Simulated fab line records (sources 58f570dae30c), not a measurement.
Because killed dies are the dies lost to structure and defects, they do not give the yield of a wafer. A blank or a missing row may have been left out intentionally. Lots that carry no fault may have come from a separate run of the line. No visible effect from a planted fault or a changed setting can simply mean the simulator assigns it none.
fab line records	flow berkeley-cmos170
[record] lots = 24	wafers = 72	last-day = 13
route steps=331 shown START@4 ACTIVE@73 PVT@121 V1@269
lots with no fault: from the same line, run without faults
start-h: hours from the record's first day to the start of the lot's first wafer shown	wait-h: how many hours have passed since the lot's step before this one	" same as the row above	L1.1+2: a row that stands for several wafers	- either no value or no given start	* or withheld: withheld	< > ~ a bound
route shown NAME@n: NAME is a module with steps in the file, n the number in the route of the first one	usual: mean/standard deviation taken from wafers without a fault	same: alike in all rows	chamber/n: place in a boat	sites: each site's reading	_std_site: their standard deviation	_edge_site: inner sites' mean taken away from outer sites' mean	radius-mm: for every site, how far away it sits from the centre of the wafer	mask NAME#n: copy n	behind: tool/chamber where the wafer was last shaped	hold: why the lot went on hold/how many hours it stayed there/how the hold came to an end	device: names the non-switching transistor (n, p or np)	end of line: tests run on the same wafers once the route is complete	a step without rows: its recipe alone	killed: the dies lost at the first sort to structure and to defects; this is not the yield of the wafer	map: the dies of a wafer, with x for killed, . for not killed, _ for no die there
set.NAME: setting as actually run; set.NAME@STEP: the setting as run at that earlier step	model.NAME: the simulator's own value behind a step, which no gauge read
a sample of lots followed through the steps of the route, with each step as a table and each wafer as a row
services: a tool's chamber out of use, with start hour (start-h, from the record's first day; less than 0 if before it), hours out, and reason
[[steps]]
[step UCB170_START_THK_MEAS_03]
[recipe] reads = SiO2_of_START_OXIDATION_02
[usual] START_OXIDE_THK = 20.2/0.45
lot.wafer	tool	chamber	start-h	wait-h	START_OXIDE_THK[nm]
L074.2	film-metro-03	-	14.29	0.0	19.9
L074.4	"	-	"	"	19.8
L074.6	"	-	"	"	19.8
L075.3	film-metro-03	-	19.98	0.0	19.4
L075.4	"	-	"	"	19.3
L075.5	"	-	"	"	19.7
L076.1	film-metro-03	-	25.33	0.0	19.8
L076.2	"	-	"	"	19.6
L076.6	"	-	"	"	19.8
L077.2	film-metro-01	-	30.65	0.0	20.6
L077.3	"	-	"	"	20.4
L077.5	"	-	"	"	20.5
L079.2	film-metro-01	-	37.00	0.0	19.5
L079.3	"	-	"	"	19.8
L079.6	"	-	"	"	19.4
L078.3	film-metro-03	-	37.01	0.0	20.3
L078.5	"	-	"	"	20.2
L078.6	"	-	"	"	20.4
L080.1	film-metro-01	-	45.18	0.0	20.3
L080.2	"	-	"	"	20.2
L080.3	"	-	"	"	20.5
L081.1	film-metro-03	-	51.03	0.0	18.8
L081.4	"	-	"	"	19.1
L081.6	"	-	"	"	19.3
L082.2	film-metro-02	-	55.51	0.0	20.5
L082.4	"	-	"	"	20.4
L082.5	"	-	"	"	20.5
L083.2	film-metro-01	-	60.42	0.0	20.3
L083.4	"	-	"	"	20.5
L083.6	"	-	"	"	20.1
L084.4	film-metro-03	-	64.98	0.0	19.9
L084.5	"	-	"	"	19.9
L084.6	"	-	"	"	20.3
L086.2	film-metro-02	-	71.72	0.0	20.6
L086.3	"	-	"	"	20.3
L086.4	"	-	"	"	20.4
L085.3	film-metro-01	-	71.73	0.0	20.7
L085.4	"	-	"	"	20.6
L085.6	"	-	"	"	20.4
L087.1	film-metro-02	-	81.62	0.0	20.4
L087.2	"	-	"	"	20.4
L087.6	"	-	"	"	20.1
L088.3	film-metro-03	-	85.44	0.0	19.8
L088.4	"	-	"	"	19.9
L088.5	"	-	"	"	19.9
L089.1	film-metro-03	-	89.50	0.0	19.7
L089.3	"	-	"	"	20.3
L089.6	"	-	"	"	20.2
L090.2	film-metro-03	-	97.75	0.0	20.6
L090.3	"	-	"	"	20.7
L090.4	"	-	"	"	20.2
L091.2	film-metro-03	-	97.81	0.1	20.6
L091.4	"	-	"	"	20.6
L091.6	"	-	"	"	20.6
L092.1	film-metro-03	-	105.80	0.0	20.9
L092.4	"	-	"	"	20.9
L092.5	"	-	"	"	20.9
L093.2	film-metro-02	-	111.60	0.0	20.2
L093.3	"	-	"	"	19.9
L093.6	"	-	"	"	20.0
L094.1	film-metro-01	-	115.67	0.0	20.5
L094.2	"	-	"	"	20.4
L094.6	"	-	"	"	20.1
L095.1	film-metro-03	-	120.17	0.0	20.6
L095.3	"	-	"	"	20.9
L095.6	"	-	"	"	20.9
L096.1	film-metro-01	-	127.27	0.0	20.3
L096.5	"	-	"	"	20.1
L096.6	"	-	"	"	20.0
L097.3	film-metro-02	-	127.29	0.0	19.9
L097.4	"	-	"	"	20.0
L097.5	"	-	"	"	19.7
[step UCB170_ACTIVE_CD_MEAS_13]
[recipe] target-cd-nm = 1200
[usual] cd-nm = 1199.8/1.3
lot.wafer	tool	chamber	start-h	wait-h	cd-nm
L074.2	cd-sem-01	-	92.42	-	1201.1
L074.4	"	-	"	"	1199.0
L074.6	"	-	"	"	1199.0
L076.1	cd-sem-01	-	95.96	-	1200.4
L076.2	"	-	"	"	1198.6
L076.6	"	-	"	"	1199.7
L075.3	cd-sem-01	-	96.27	-	1200.7
L075.4	"	-	"	"	1200.2
L075.5	"	-	"	"	1199.2
L077.2	cd-sem-01	-	105.10	-	1199.5
L077.3	"	-	"	"	1199.9
L077.5	"	-	"	"	1201.0
L079.2	cd-sem-02	-	114.22	-	1202.5
L079.3	"	-	"	"	1202.9
L079.6	"	-	"	"	1202.9
L078.3	cd-sem-01	-	114.79	-	1199.7
L078.5	"	-	"	"	1201.1
L078.6	"	-	"	"	1200.2
L082.2	cd-sem-01	-	125.88	-	1202.8
L082.4	"	-	"	"	1201.5
L082.5	"	-	"	"	1201.5
L080.1	cd-sem-02	-	126.14	-	1199.4
L080.2	"	-	"	"	1198.1
L080.3	"	-	"	"	1196.8
L081.1	cd-sem-01	-	126.14	-	1199.7
L081.4	"	-	"	"	1198.6
L081.6	"	-	"	"	1200.8
L083.2	cd-sem-02	-	146.27	-	1201.0
L083.4	"	-	"	"	1201.2
L083.6	"	-	"	"	1200.4
L084.4	cd-sem-02	-	146.58	-	1200.1
L084.5	"	-	"	"	1201.1
L084.6	"	-	"	"	1199.6
L087.1	cd-sem-02	-	153.18	-	1199.1
L087.2	"	-	"	"	1197.3
L087.6	"	-	"	"	1198.6
L086.2	cd-sem-01	-	153.48	-	1199.9
L086.3	"	-	"	"	1200.1
L086.4	"	-	"	"	1201.2
L088.3	cd-sem-01	-	153.77	-	1200.1
L088.4	"	-	"	"	1201.9
L088.5	"	-	"	"	1199.4
L085.3	cd-sem-02	-	153.84	-	1200.0
L085.4	"	-	"	"	1199.3
L085.6	"	-	"	"	1198.8
L089.1	cd-sem-02	-	162.04	-	1200.4
L089.3	"	-	"	"	1199.9
L089.6	"	-	"	"	1200.5
L090.2	cd-sem-02	-	174.14	-	1197.9
L090.3	"	-	"	"	1199.3
L090.4	"	-	"	"	1198.5
L091.2	cd-sem-01	-	174.28	-	1199.0
L091.4	"	-	"	"	1200.4
L091.6	"	-	"	"	1201.0
L092.1	cd-sem-02	-	182.72	-	1198.4
L092.4	"	-	"	"	1198.3
L092.5	"	-	"	"	1198.3
L093.2	cd-sem-01	-	188.37	-	1199.7
L093.3	"	-	"	"	1198.4
L093.6	"	-	"	"	1198.9
L094.1	cd-sem-02	-	188.59	-	1199.0
L094.2	"	-	"	"	1199.2
L094.6	"	-	"	"	1200.2
L095.1	cd-sem-02	-	206.42	-	1199.3
L095.3	"	-	"	"	1200.6
L095.6	"	-	"	"	1200.0
L096.1	cd-sem-02	-	221.25	-	1198.9
L096.5	"	-	"	"	1198.9
L096.6	"	-	"	"	1198.0
L097.3	cd-sem-01	-	221.98	-	1196.9
L097.4	"	-	"	"	1198.4
L097.5	"	-	"	"	1197.1
[step UCB170_ACTIVE_OVL_MEAS_14]
[usual] ACTIVE_OVL = 5/5
lot.wafer	tool	chamber	start-h	wait-h	ACTIVE_OVL[nm]
L074.2	overlay-02	-	92.53	0.1	9
L074.4	"	-	"	"	2
L074.6	"	-	"	"	-3
L076.1	overlay-02	-	96.08	0.1	7
L076.2	"	-	"	"	3
L076.6	"	-	"	"	2
L075.3	overlay-02	-	96.37	0.1	1
L075.4	"	-	"	"	-4
L075.5	"	-	"	"	5
L077.2	overlay-01	-	105.21	0.1	7
L077.3	"	-	"	"	11
L077.5	"	-	"	"	9
L079.2	overlay-02	-	114.33	0.1	-4
L079.3	"	-	"	"	5
L079.6	"	-	"	"	-2
L078.3	overlay-02	-	114.88	0.1	3
L078.5	"	-	"	"	0
L078.6	"	-	"	"	5
L082.2	overlay-02	-	125.99	0.1	-1
L082.4	"	-	"	"	4
L082.5	"	-	"	"	8
L080.1	overlay-01	-	126.26	0.1	-3
L080.2	"	-	"	"	0
L080.3	"	-	"	"	0
L081.1	overlay-02	-	126.26	0.1	9
L081.4	"	-	"	"	7
L081.6	"	-	"	"	11
L083.2	overlay-01	-	146.37	0.1	7
L083.4	"	-	"	"	8
L083.6	"	-	"	"	6
L084.4	overlay-01	-	146.66	0.1	5
L084.5	"	-	"	"	7
L084.6	"	-	"	"	3
L087.1	overlay-01	-	153.30	0.1	6
L087.2	"	-	"	"	6
L087.6	"	-	"	"	8
L086.2	overlay-01	-	153.58	0.1	4
L086.3	"	-	"	"	5
L086.4	"	-	"	"	6
L088.3	overlay-01	-	153.86	0.1	1
L088.4	"	-	"	"	11
L088.5	"	-	"	"	10
L085.3	overlay-02	-	153.93	0.1	-5
L085.4	"	-	"	"	-4
L085.6	"	-	"	"	1
L089.1	overlay-01	-	162.16	0.1	8
L089.3	"	-	"	"	2
L089.6	"	-	"	"	3
L090.2	overlay-02	-	174.24	0.1	-1
L090.3	"	-	"	"	0
L090.4	"	-	"	"	6
L091.2	overlay-01	-	174.39	0.1	-7
L091.4	"	-	"	"	-4
L091.6	"	-	"	"	3
L092.1	overlay-02	-	182.84	0.1	0
L092.4	"	-	"	"	4
L092.5	"	-	"	"	-4
L093.2	overlay-02	-	188.47	0.1	4
L093.3	"	-	"	"	11
L093.6	"	-	"	"	4
L094.1	overlay-01	-	188.71	0.1	7
L094.2	"	-	"	"	2
L094.6	"	-	"	"	2
L095.1	overlay-01	-	206.54	0.1	-6
L095.3	"	-	"	"	-2
L095.6	"	-	"	"	14
L096.1	overlay-01	-	221.37	0.1	6
L096.5	"	-	"	"	7
L096.6	"	-	"	"	5
L097.3	overlay-01	-	222.07	0.1	9
L097.4	"	-	"	"	18
L097.5	"	-	"	"	8
[step UCB170_ACTIVE_STRIP_16]
[recipe] chemistry = O2	power-w = 400	pressure-mtorr = 3500	platen-temp-c = withheld	o2-flow-sccm = 400	overash-fraction = 0.5
[usual] drypump-motor-current-A = 5.6/0.53	oes-product-au = 0.721/0.0044	strip-time-to-endpoint-s = 18.12/0.095
lot.wafer	tool	chamber	start-h	wait-h	drypump-motor-current-A	oes-product-au	rf-hours-counter-h	strip-time-to-endpoint-s
L074.2	plasma-asher-02	0	92.66	0.1	5.9	0.717	33	18.14
L074.4	"	0	"	"	5.9	0.718	-	18.12
L074.6	"	1	"	"	4.8	0.722	-	18.13
L076.1	plasma-asher-04	0	96.21	0.1	5.8	0.720	37	18.12
L076.2	"	1	"	"	6.3	0.716	37	18.28
L076.6	"	1	"	"	6.3	0.717	-	18.20
L075.3	plasma-asher-04	1	96.52	0.1	6.2	0.713	-	18.04
L075.4	"	0	"	"	5.7	0.716	-	18.20
L075.5	"	1	"	"	6.2	0.728	-	18.07
L077.2	plasma-asher-03	0	105.34	0.1	6.2	0.719	30	18.09
L077.3	"	0	"	"	6.1	0.724	-	18.12
L077.5	"	1	"	"	5.1	0.721	-	18.14
L079.2	plasma-asher-04	1	114.46	0.1	6.2	0.723	40	17.96
L079.3	"	1	"	"	6.2	0.723	-	18.12
L079.6	"	1	"	"	6.2	0.717	-	18.17
L078.3	plasma-asher-02	1	115.04	0.1	4.9	0.723	-	18.10
L078.5	"	1	"	"	4.9	0.723	-	18.30
L078.6	"	0	"	"	5.8	0.720	-	18.08
L082.2	plasma-asher-02	1	126.12	0.1	4.9	0.723	37	18.22
L082.4	"	1	"	"	4.9	0.725	-	18.12
L082.5	"	1	"	"	4.9	0.722	-	18.08
L080.1	plasma-asher-03	0	126.39	0.1	6.1	0.717	33	18.19
L080.2	"	1	"	"	5.1	0.718	33	18.02
L080.3	"	1	"	"	5.1	0.727	-	18.10
L081.1	plasma-asher-04	0	126.39	0.1	5.7	0.716	41	18.10
L081.4	"	1	"	"	6.2	0.725	-	18.27
L081.6	"	1	"	"	6.2	0.717	-	18.10
L083.2	plasma-asher-03	0	146.50	0.1	6.1	0.719	35	18.12
L083.4	"	0	"	"	6.2	0.720	-	18.24
L083.6	"	1	"	"	5.0	0.726	-	18.17
L084.4	plasma-asher-02	1	146.81	0.1	4.9	0.718	-	18.12
L084.5	"	1	"	"	4.9	0.720	-	18.16
L084.6	"	0	"	"	5.9	0.721	-	18.18
L087.1	plasma-asher-02	1	153.44	0.1	4.8	0.732	40	18.10
L087.2	"	0	"	"	5.9	0.715	40	18.23
L087.6	"	1	"	"	4.8	0.717	-	18.29
L086.2	plasma-asher-04	1	153.71	0.1	6.2	0.722	44	18.17
L086.3	"	0	"	"	5.7	0.723	-	18.20
L086.4	"	1	"	"	6.2	0.720	-	18.17
L088.3	plasma-asher-02	1	154.02	0.1	4.8	0.722	-	18.24
L088.4	"	0	"	"	5.9	0.726	-	18.10
L088.5	"	1	"	"	4.8	0.716	-	18.29
L085.3	plasma-asher-03	1	154.09	0.1	5.1	0.726	-	18.03
L085.4	"	0	"	"	6.1	0.721	-	18.10
L085.6	"	0	"	"	6.1	0.721	-	18.16
L089.1	plasma-asher-02	0	162.30	0.1	5.9	0.716	41	18.03
L089.3	"	1	"	"	4.9	0.727	-	17.89
L089.6	"	1	"	"	4.9	0.719	-	18.06
L090.2	plasma-asher-04	0	174.43	0.1	5.7	0.718	46	18.26
L090.3	"	1	"	"	6.2	0.716	-	18.12
L090.4	"	0	"	"	5.7	0.719	-	18.24
L091.2	plasma-asher-03	0	174.52	0.1	6.1	0.721	39	18.04
L091.4	"	0	"	"	6.1	0.714	-	17.95
L091.6	"	0	"	"	6.2	0.727	-	17.97
L092.1	plasma-asher-03	1	182.98	0.1	5.1	0.722	39	18.07
L092.4	"	0	"	"	6.1	0.716	-	18.13
L092.5	"	1	"	"	5.1	0.715	-	18.00
L093.2	plasma-asher-02	1	188.60	0.1	4.9	0.720	43	18.10
L093.3	"	1	"	"	4.9	0.728	-	17.97
L093.6	"	0	"	"	5.8	0.726	-	18.10
L094.1	plasma-asher-03	1	188.85	0.1	5.0	0.717	40	18.07
L094.2	"	0	"	"	6.1	0.711	40	18.16
L094.6	"	1	"	"	5.1	0.727	-	18.18
L095.1	plasma-asher-02	1	206.68	0.1	4.9	0.723	45	18.04
L095.3	"	1	"	"	4.9	0.723	-	18.24
L095.6	"	1	"	"	4.8	0.720	-	18.15
L096.1	plasma-asher-02	1	221.56	0.1	4.8	0.725	45	18.14
L096.5	"	1	"	"	4.8	0.723	-	18.06
L096.6	"	0	"	"	5.9	0.725	-	18.14
L097.3	plasma-asher-03	0	222.23	0.1	6.2	0.728	-	17.97
L097.4	"	1	"	"	5.1	0.730	-	18.16
L097.5	"	1	"	"	5.1	0.718	-	18.02
[step UCB170_PVT_OVL_MEAS_06]
[usual] PVT_OVL = 5/4.6
lot.wafer	tool	chamber	start-h	wait-h	PVT_OVL[nm]
L074.2	overlay-01	-	132.86	-	11
L074.4	"	-	"	"	11
L074.6	"	-	"	"	3
L076.1	overlay-01	-	133.40	-	6
L076.2	"	-	"	"	2
L076.6	"	-	"	"	4
L075.3	overlay-01	-	133.69	-	7
L075.4	"	-	"	"	8
L075.5	"	-	"	"	4
L077.2	overlay-01	-	143.53	-	9
L077.3	"	-	"	"	-3
L077.5	"	-	"	"	-3
L078.3	overlay-01	-	156.88	-	3
L078.5	"	-	"	"	2
L078.6	"	-	"	"	10
L079.2	overlay-02	-	157.15	-	0
L079.3	"	-	"	"	-5
L079.6	"	-	"	"	-2
L082.2	overlay-01	-	169.43	-	4
L082.4	"	-	"	"	3
L082.5	"	-	"	"	5
L080.1	overlay-02	-	169.63	-	4
L080.2	"	-	"	"	10
L080.3	"	-	"	"	8
L081.1	overlay-02	-	169.91	-	12
L081.4	"	-	"	"	7
L081.6	"	-	"	"	5
L083.2	overlay-01	-	190.41	-	5
L083.4	"	-	"	"	-1
L083.6	"	-	"	"	-1
L084.4	overlay-02	-	190.44	-	7
L084.5	"	-	"	"	7
L084.6	"	-	"	"	13
L085.3	overlay-01	-	198.74	-	3
L085.4	"	-	"	"	11
L085.6	"	-	"	"	6
L086.2	overlay-02	-	198.99	-	6
L086.3	"	-	"	"	4
L086.4	"	-	"	"	11
L088.3	overlay-01	-	199.21	-	0
L088.4	"	-	"	"	-1
L088.5	"	-	"	"	1
L087.1	overlay-02	-	199.57	-	8
L087.2	"	-	"	"	8
L087.6	"	-	"	"	3
L089.1	overlay-02	-	213.51	-	9
L089.3	"	-	"	"	3
L089.6	"	-	"	"	4
L091.2	overlay-02	-	224.06	-	7
L091.4	"	-	"	"	5
L091.6	"	-	"	"	10
L090.2	overlay-01	-	224.40	-	7
L090.3	"	-	"	"	3
L090.4	"	-	"	"	-2
L092.1	overlay-01	-	234.30	-	-1
L092.4	"	-	"	"	6
L092.5	"	-	"	"	-3
L093.2	overlay-02	-	234.55	-	4
L093.3	"	-	"	"	4
L093.6	"	-	"	"	4
L094.1	overlay-02	-	236.73	-	-4
L094.2	"	-	"	"	0
L094.6	"	-	"	"	0
L095.1	overlay-02	-	248.82	-	13
L095.3	"	-	"	"	11
L095.6	"	-	"	"	13
L096.1	overlay-02	-	260.58	-	6
L096.5	"	-	"	"	6
L096.6	"	-	"	"	11
L097.3	overlay-02	-	261.14	-	-1
L097.4	"	-	"	"	-6
L097.5	"	-	"	"	-1
[step UCB170_V1_STRIP_15]
[recipe] chemistry = O2	power-w = 400	pressure-mtorr = 3500	platen-temp-c = withheld	o2-flow-sccm = 400	overash-fraction = 0.5
[usual] drypump-motor-current-A = 5.7/0.5	oes-product-au = 0.721/0.0043	strip-time-to-endpoint-s = 15.36/0.14
lot.wafer	tool	chamber	start-h	wait-h	drypump-motor-current-A	oes-product-au	rf-hours-counter-h	strip-time-to-endpoint-s
L076.1	plasma-asher-04	0	176.49	0.1	5.7	0.729	46	15.34
L076.2	"	1	"	"	6.2	0.718	46	15.30
L076.6	"	1	"	"	6.2	0.717	-	15.33
L075.3	plasma-asher-04	1	177.60	0.1	6.3	0.717	-	15.52
L075.4	"	0	"	"	5.7	0.723	-	15.26
L075.5	"	0	"	"	5.7	0.715	-	15.47
L074.2	plasma-asher-04	0	181.57	0.1	5.7	0.717	47	15.35
L074.4	"	1	"	"	6.2	0.728	-	15.35
L074.6	"	0	"	"	5.7	0.720	-	15.62
L077.2	plasma-asher-04	1	191.00	0.1	6.2	0.721	48	15.41
L077.3	"	0	"	"	5.8	0.724	-	15.47
L077.5	"	0	"	"	5.7	0.724	-	15.48
L079.2	plasma-asher-04	1	198.56	0.1	6.2	0.715	48	15.38
L079.3	"	0	"	"	5.7	0.724	-	15.39
L079.6	"	1	"	"	6.2	0.720	-	15.49
L078.3	plasma-asher-03	1	200.06	0.1	5.1	0.714	-	15.48
L078.5	"	1	"	"	5.1	0.722	-	15.43
L078.6	"	0	"	"	6.2	0.722	-	15.33
L082.2	plasma-asher-03	0	219.21	0.1	6.1	0.725	43	15.19
L082.4	"	0	"	"	6.1	0.715	-	15.47
L082.5	"	1	"	"	5.1	0.719	-	15.36
L081.1	plasma-asher-02	0	219.41	0.1	5.9	0.724	45	15.27
L081.4	"	1	"	"	4.8	0.723	-	15.44
L081.6	"	1	"	"	4.9	0.723	-	15.47
L080.1	plasma-asher-04	0	219.53	0.1	5.7	0.726	50	15.27
L080.2	"	1	"	"	6.3	0.720	50	15.29
L080.3	"	0	"	"	5.7	0.722	-	15.49
L083.2	plasma-asher-03	1	244.65	0.1	5.0	0.715	46	15.05
L083.4	"	1	"	"	5.1	0.713	-	15.22
L083.6	"	1	"	"	5.0	0.725	-	15.25
L085.3	plasma-asher-02	1	247.80	0.1	4.8	0.720	-	15.31
L085.4	"	0	"	"	5.9	0.720	-	15.35
L085.6	"	0	"	"	5.9	0.716	-	15.30
L088.3	plasma-asher-03	1	248.04	0.1	5.0	0.720	-	15.24
L088.4	"	0	"	"	6.1	0.729	-	15.42
L088.5	"	0	"	"	6.1	0.721	-	15.42
L086.2	plasma-asher-03	1	249.31	0.1	5.1	0.720	46	15.25
L086.3	"	1	"	"	5.1	0.716	-	15.40
L086.4	"	0	"	"	6.1	0.724	-	15.29
L087.1	plasma-asher-04	0	249.55	0.1	5.7	0.722	52	15.70
L087.2	"	1	"	"	6.3	0.723	52	15.33
L087.6	"	1	"	"	6.3	0.716	-	15.61
L084.4	plasma-asher-02	0	250.07	0.1	5.9	0.721	-	15.42
L084.5	"	0	"	"	5.9	0.724	-	15.33
L084.6	"	1	"	"	4.8	0.713	-	15.48
L089.1	plasma-asher-02	0	262.02	0.1	5.8	0.722	50	15.03
L089.3	"	0	"	"	5.9	0.714	-	15.17
L089.6	"	0	"	"	5.9	0.714	-	15.15
L090.2	plasma-asher-02	0	269.82	0.1	5.9	0.721	51	15.29
L090.3	"	0	"	"	5.9	0.724	-	15.39
L090.4	"	1	"	"	4.9	0.713	-	15.41
L091.2	plasma-asher-04	0	270.38	0.1	5.7	0.726	55	15.47
L091.4	"	1	"	"	6.3	0.725	-	15.24
L091.6	"	1	"	"	6.2	0.723	-	15.60
L092.1	plasma-asher-02	0	281.90	0.1	5.9	0.720	52	15.41
L092.4	"	0	"	"	5.9	0.718	-	15.14
L092.5	"	0	"	"	5.8	0.719	-	15.30
L093.2	plasma-asher-04	0	283.04	0.1	5.7	0.728	56	15.29
L093.3	"	0	"	"	5.7	0.724	-	15.32
L093.6	"	1	"	"	6.2	0.713	-	15.36
L094.1	plasma-asher-03	0	288.07	0.1	6.1	0.722	51	15.34
L094.2	"	1	"	"	5.1	0.722	51	15.22
L094.6	"	1	"	"	5.1	0.722	-	15.24
L095.1	plasma-asher-04	1	296.02	0.1	6.2	0.720	58	15.24
L095.3	"	0	"	"	5.7	0.721	-	15.45
L095.6	"	1	"	"	6.2	0.722	-	15.05
L096.1	plasma-asher-03	0	303.39	0.1	6.2	0.723	53	15.41
L096.5	"	1	"	"	5.1	0.723	-	15.37
L096.6	"	0	"	"	6.1	0.717	-	15.64
L097.3	plasma-asher-03	0	304.76	0.1	6.2	0.726	-	15.41
L097.4	"	1	"	"	5.1	0.720	-	15.36
L097.5	"	1	"	"	5.1	0.730	-	15.36
[[services]]
tool	chamber	start-h	hours	kind
plasma-asher-03	-	85.84	0.9	repair
plasma-asher-02	-	101.08	4.6	repair
plasma-asher-04	-	165.26	7.5	repair
plasma-asher-02	-	183.65	2.9	repair
plasma-asher-02	-	202.57	0.9	repair
plasma-asher-02	-	219.56	1.9	repair
plasma-asher-03	-	225.32	1.9	repair
plasma-asher-04	-	233.98	8.0	repair
plasma-asher-02	-	239.02	1.0	repair
[[key]]
fault none
